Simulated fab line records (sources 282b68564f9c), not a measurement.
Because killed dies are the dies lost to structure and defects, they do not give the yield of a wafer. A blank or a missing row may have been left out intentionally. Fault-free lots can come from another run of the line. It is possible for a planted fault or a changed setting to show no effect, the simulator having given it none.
fab line records -- flow rit-cmos
record: lots: 6, wafers: 18, last-day: 7
route steps=202 shown PLDD@121 SPACER@125 NSD@131 M1@202
lots that met no fault: taken from a fault-free run of the same line
start-h: start of the lot's first displayed wafer, in hours after the record's first day -- wait-h: hours from the lot's prior step to this one -- " unchanged from the row above -- L1.1+2: several wafers, shown together as one row -- - either no value or no given start -- * or withheld: withheld -- < > ~ a bound
route shown NAME@n: a module of which the file shows steps, and the number in the route of the first -- usual: average and standard deviation across the fault-free wafers -- same: alike in all rows -- chamber/n: place in a boat -- sites: readings site by site -- _std_site: standard deviation across them -- _edge_site: inner sites' mean taken away from outer sites' mean -- radius-mm: how far each site lies from the wafer's centre -- mask NAME#n: copy n -- behind: the tool/chamber that last shaped the wafer -- hold: the reason the lot was held/the length of the hold in hours/how it ended -- device: whichever transistor did not switch (one of n, p or np) -- end of line: tests of these same wafers at the route's end -- where a step has no rows: the recipe by itself -- killed: the dies lost at the first sort to structure and to defects; this is not the yield of the wafer -- map: per-die view of a wafer (x killed, . not killed, _ where there is no die)
set.NAME: setting as actually run; set.NAME@STEP: the setting as run at that earlier step -- model.NAME: the simulator's own value behind a step, which no gauge read
certain route steps with their lots: each step a table, each wafer a row
services: a tool's chamber out of use, with start hour (start-h, from the record's first day; less than 0 if before it), hours out, and reason
== steps ==
step: RIT_PLDD_HARDBAKE_07
recipe: resist: NOVOLAK, temp-c: 140, time-s: 60
step: RIT_PLDD_IMPLANT_08
recipe: species: BF2, energy-kev: 20, dose-cm2: 9e+14, tilt-deg: 7
step: RIT_PLDD_STRIP_09
recipe: chemistry: O2, time-s: 180, resist: NOVOLAK, platen-temp-c: withheld, power-w: 500, pressure-mtorr: 4000, o2-flow-sccm: 4000
usual: chamber-pressure-mTorr: 4000/3.4, drypump-motor-current-A: 5.3/0.47
lot.wafer,tool,chamber,start-h,wait-h,chamber-pressure-mTorr,drypump-motor-current-A,rf-hours-counter-h
L180.2,plasma-asher-01,1,54.71,0.1,4000,5.6,42
L180.3,plasma-asher-01,1,54.71,0.1,3993,5.5,-
L180.6,plasma-asher-01,1,54.71,0.1,4000,5.6,-
L183.3,plasma-asher-02,1,68.24,0.1,3997,4.7,-
L183.5,plasma-asher-02,0,68.24,0.1,3999,5.7,-
L183.6,plasma-asher-02,1,68.24,0.1,4000,4.7,-
L185.1,plasma-asher-01,0,79.56,0.1,3998,5.3,44
L185.3,plasma-asher-01,1,79.56,0.1,4003,5.6,-
L185.4,plasma-asher-01,0,79.56,0.1,4002,5.3,-
L189.1,plasma-asher-03,1,100.05,0.1,4005,5.8,44
L189.3,plasma-asher-03,0,100.05,0.1,3997,4.7,-
L189.4,plasma-asher-03,1,100.05,0.1,3998,5.8,-
L193.2,plasma-asher-02,0,119.01,0.1,3997,5.7,33
L193.3,plasma-asher-02,0,119.01,0.1,4002,5.7,-
L193.5,plasma-asher-02,0,119.01,0.1,3998,5.7,-
L198.1,plasma-asher-01,0,142.84,0.1,3994,5.3,51
L198.4,plasma-asher-01,1,142.84,0.1,3994,5.6,-
L198.5,plasma-asher-01,1,142.84,0.1,3997,5.5,-
step: RIT_PLDD_TW_MEAS_10
usual: PLDD_TW: 2336/14
lot.wafer,tool,chamber,start-h,wait-h,PLDD_TW
L180.2,film-metro-02,-,54.89,0.1,2335
L180.3,film-metro-02,-,54.89,0.1,2350
L180.6,film-metro-02,-,54.89,0.1,2340
L183.3,film-metro-01,-,68.38,0.1,2338
L183.5,film-metro-01,-,68.38,0.1,2347
L183.6,film-metro-01,-,68.38,0.1,2351
L185.1,film-metro-04,-,79.73,0.1,2319
L185.3,film-metro-04,-,79.73,0.1,2297
L185.4,film-metro-04,-,79.73,0.1,2317
L189.1,film-metro-01,-,100.22,0.1,2352
L189.3,film-metro-01,-,100.22,0.1,2345
L189.4,film-metro-01,-,100.22,0.1,2338
L193.2,film-metro-02,-,119.19,0.1,2341
L193.3,film-metro-02,-,119.19,0.1,2336
L193.5,film-metro-02,-,119.19,0.1,2336
L198.1,film-metro-04,-,143.02,0.1,2319
L198.4,film-metro-04,-,143.02,0.1,2301
L198.5,film-metro-04,-,143.02,0.1,2319
step: RIT_SPACER_CLEAN_00
recipe: chemistry: SC1, mix: 3:3:50, time-s: 600, temp-c: 75
step: RIT_SPACER_CLEAN_01
recipe: chemistry: dHF, dilution: 50:1, time-s: 30
step: RIT_SPACER_CLEAN_02
recipe: chemistry: SC2, mix: 3:3:50, time-s: 600, temp-c: 75, dry: n2-spin
step: RIT_SPACER_CVD_03
recipe: material: Si3N4, target-thk-nm: 250, temp-c: 810, precursor: SiH2Cl2/NH3, time-s: 3300, pressure-mtorr: 300, sih2cl2-flow-sccm: 60, nh3-flow-sccm: 150
step: RIT_SPACER_THK_MEAS_04
recipe: reads: Si3N4_of_SPACER_CVD_03
usual: SPACER_NITRIDE_THK: 249.6/2.2
lot.wafer,tool,chamber,start-h,wait-h,SPACER_NITRIDE_THK[nm]
L180.2,film-metro-01,-,57.23,0.0,246.9
L180.3,film-metro-01,-,57.23,0.0,248.2
L180.6,film-metro-01,-,57.23,0.0,249.1
L183.3,film-metro-03,-,70.77,0.0,246.8
L183.5,film-metro-03,-,70.77,0.0,245.6
L183.6,film-metro-03,-,70.77,0.0,245.7
L185.1,film-metro-04,-,82.11,0.0,249.0
L185.3,film-metro-04,-,82.11,0.0,248.5
L185.4,film-metro-04,-,82.11,0.0,247.8
L189.1,film-metro-01,-,102.60,0.0,248.8
L189.3,film-metro-01,-,102.60,0.0,250.1
L189.4,film-metro-01,-,102.60,0.0,248.9
L193.2,film-metro-03,-,121.55,0.0,252.2
L193.3,film-metro-03,-,121.55,0.0,252.2
L193.5,film-metro-03,-,121.55,0.0,254.3
L198.1,film-metro-03,-,145.36,0.0,251.5
L198.4,film-metro-03,-,145.36,0.0,249.9
L198.5,film-metro-03,-,145.36,0.0,249.8
step: RIT_SPACER_ETCHBACK_05
recipe: target-depth-a: 2500, SF6_flow_sccm: 30, CHF3_flow_sccm: 30, target: Si3N4, chemistry: SF6/CHF3, pressure-mtorr: 40, rf-w: 250, time-s: 240, stop-on: SiO2
usual: chamber-pressure-mTorr: 40.00/0.036, drypump-motor-current-A: 5.9/0.46, oes-product-au: 0.847/0.013, throttle-valve-pct: 10.34/0.13
lot.wafer,tool,chamber,start-h,wait-h,chamber-pressure-mTorr,drypump-motor-current-A,oes-product-au,rf-hours-counter-h,throttle-valve-pct
L180.2,rie-diel-02,1,57.28,0.0,40.03,5.3,0.840,119,10.19
L180.3,rie-diel-02,3,57.28,0.0,39.95,5.3,0.834,51,10.20
L180.6,rie-diel-02,0,57.28,0.0,40.03,5.8,0.820,-,10.38
L183.3,rie-diel-02,3,70.81,0.0,39.97,5.3,0.835,51,10.21
L183.5,rie-diel-02,2,70.81,0.0,40.00,5.2,0.848,-,10.53
L183.6,rie-diel-02,3,70.81,0.0,40.05,5.3,0.825,-,10.21
L185.1,rie-diel-01,2,82.17,0.1,39.95,5.5,0.838,133,10.27
L185.3,rie-diel-01,1,82.17,0.1,40.03,6.6,0.827,115,10.17
L185.4,rie-diel-01,0,82.17,0.1,39.99,6.0,0.846,86,10.29
L189.1,rie-diel-02,3,102.66,0.1,40.00,5.3,0.834,51,10.22
L189.3,rie-diel-02,2,102.66,0.1,40.08,5.2,0.863,8,10.52
L189.4,rie-diel-02,2,102.66,0.1,39.97,5.2,0.856,-,10.53
L193.2,rie-diel-03,3,121.60,0.0,40.03,6.1,0.867,9,10.40
L193.3,rie-diel-03,0,121.60,0.0,39.94,6.5,0.831,48,10.49
L193.5,rie-diel-03,1,121.60,0.0,39.99,5.7,0.875,-,10.16
L198.1,rie-diel-01,1,145.42,0.1,40.01,6.6,0.836,116,10.16
L198.4,rie-diel-01,2,145.42,0.1,40.00,5.5,0.841,134,10.28
L198.5,rie-diel-01,3,145.42,0.1,40.05,6.2,0.849,-,10.49
step: RIT_NSD_HMDS_00
recipe: prime-time-s: 60, prime-temp-c: 140
step: RIT_NSD_COAT_01
recipe: resist: NOVOLAK, spin-rpm: 3250, resist-thk-nm: 1000
step: RIT_NSD_SOFTBAKE_02
recipe: resist: NOVOLAK, temp-c: 90, time-s: 60
usual: heater-power-total-W: 34.56/0.055, plate-temp-C: 89.95/0.12
lot.wafer,tool,chamber,start-h,wait-h,heater-power-total-W,plate-temp-C
L180.2,litho-track-01,0,57.77,0.1,34.63,89.97
L180.3,litho-track-01,0,57.77,0.1,34.58,89.98
L180.6,litho-track-01,0,57.77,0.1,34.47,89.91
L183.3,litho-track-01,0,71.31,0.1,34.59,89.86
L183.5,litho-track-01,0,71.31,0.1,34.58,89.72
L183.6,litho-track-01,0,71.31,0.1,34.53,89.85
L185.1,litho-track-01,0,82.62,0.1,35.23,91.15
L185.3,litho-track-01,0,82.62,0.1,35.25,91.08
L185.4,litho-track-01,0,82.62,0.1,35.24,91.04
L189.1,litho-track-01,0,103.11,0.1,35.10,91.08
L189.3,litho-track-01,0,103.11,0.1,35.22,91.16
L189.4,litho-track-01,0,103.11,0.1,35.27,91.03
L193.2,litho-track-02,0,122.08,0.1,34.54,89.98
L193.3,litho-track-02,0,122.08,0.1,34.51,90.06
L193.5,litho-track-02,0,122.08,0.1,34.62,90.00
L198.1,litho-track-02,0,145.87,0.1,34.64,90.03
L198.4,litho-track-02,0,145.87,0.1,34.49,89.92
L198.5,litho-track-02,0,145.87,0.1,34.54,90.14
step: RIT_NSD_EXPOSE_03
recipe: mask-id: M9, na: 0.57, target-cd-nm: 40700, dose-mj: 250
step: RIT_M1_PROBE_99
usual: killed-at-contacts: 0.0/0.18, killed-at-front-end: 7/3.1, killed-dies: 7/3.1, killed-open: 3.2/2.1, killed-short: 3.4/2
same: gross-dies: 264, killed_at_M0_to_M3: 0, killed_at_M4_up: 0, killed-at-back-side: 0, killed-at-other: 0
lot.wafer,tool,chamber,start-h,wait-h,killed-at-contacts,killed-at-front-end,killed-dies,killed-open,killed-short
L183.3,prober-01,-,84.67,0.2,0,14,14,7,7
L183.5,prober-01,-,84.77,0.2,0,5,5,2,3
L183.6,prober-01,-,84.82,0.2,0,4,4,4,0
L185.1,prober-01,-,93.43,0.1,0,13,13,8,5
L185.3,prober-01,-,93.53,0.2,0,12,12,7,5
L185.4,prober-01,-,93.58,0.2,0,4,4,1,3
L198.1,prober-01,-,156.42,0.1,0,5,5,2,3
L198.4,prober-01,-,156.57,0.2,0,5,5,3,2
L198.5,prober-01,-,156.62,0.2,0,7,7,1,6
killed by level:class
L183.3 GATE:geometric-particle:open=4 GATE:geometric-particle:short=2 REOX:geometric-particle:short=2 SPACER:geometric-particle:short=2 FOX1:geometric-particle:short=1 FOX2:geometric-particle:open=1 REOX:geometric-particle:open=1 SILICIDE:geometric-particle:open=1
L183.5 FOX1:geometric-particle:short=2 REOX:geometric-particle:short=1 SPACER:geometric-particle:open=1 SILICIDE:geometric-particle:open=1
L183.6 GATE:geometric-particle:open=3 FOX1:geometric-particle:open=1
L185.1 SILICIDE:geometric-particle:open=3 REOX:geometric-particle:open=2 SPACER:geometric-particle:open=2 SPACER:geometric-particle:short=2 SILICIDE:geometric-particle:short=2 GATE:geometric-particle:open=1 REOX:geometric-particle:short=1
L185.3 GATE:geometric-particle:open=2 GATE:geometric-particle:short=2 REOX:geometric-particle:short=2 SPACER:geometric-particle:open=2 FOX2:geometric-particle:open=1 FOX2:geometric-particle:short=1 REOX:geometric-particle:open=1 SILICIDE:geometric-particle:open=1
L185.4 GATE:geometric-particle:short=1 GATE:geometric-particle:open=1 REOX:geometric-particle:short=1 SILICIDE:geometric-particle:short=1
L198.1 FOX1:geometric-particle:short=2 FOX1:geometric-particle:open=1 FOX2:geometric-particle:open=1 SPACER:geometric-particle:short=1
L198.4 FOX1:geometric-particle:open=2 FOX2:geometric-particle:open=1 GATE:geometric-particle:short=1 SILICIDE:geometric-particle:short=1
L198.5 FOX2:geometric-particle:short=2 GATE:geometric-particle:short=2 FOX1:geometric-particle:short=1 REOX:geometric-particle:open=1 SPACER:geometric-particle:short=1
== services ==
tool,chamber,start-h,hours,kind
rie-diel-02,2,46.25,1.8,repair
rie-diel-03,-,63.17,1.2,repair
rie-diel-03,1,67.11,4.3,repair
rie-diel-03,0,69.56,6.8,repair
rie-diel-03,2,74.67,8.6,repair
rie-diel-03,0,83.14,16.3,repair
rie-diel-02,0,86.89,-,clean
rie-diel-02,0,86.89,23.2,scheduled-down
rie-diel-02,0,86.89,23.2,vent-cycle
plasma-asher-02,-,112.24,1.4,repair
rie-diel-02,1,119.97,2.4,repair
rie-diel-02,-,135.30,2.8,pm
plasma-asher-02,-,136.57,2.0,repair
== key ==
first-sign: step: RIT_NSD_SOFTBAKE_02, reading: heater-power-total-W, direction: up, sigmas: 12, usual: 34.56, struck: 35.22
effect: step: RIT_NSD_SOFTBAKE_02, reading: plate-temp-C, direction: up, sigmas: 9.8, usual: *, struck: *
met-at RIT_NSD_SOFTBAKE_02
struck-wafers L185.1,L185.3,L185.4,L189.1,L189.3,L189.4
tester-left-out L185,L189
onset-between 71.31 82.62
fault: kind: process-parameter-drift, tool: litho-track-01, chamber: -, onset-h: 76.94, steps: RIT_NSD_SOFTBAKE_02, channel: temp-c, offset: *, shape: step, end-h: 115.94, acts-in: *, stated: *
tester-left-out: of these lots the tester's yield and bins aren't shown, on N5 and GAA mostly nor the transistor test; their killed dies are dies lost to structure and defects alone, not to doping, threshold or leakage, so they don't give the yield
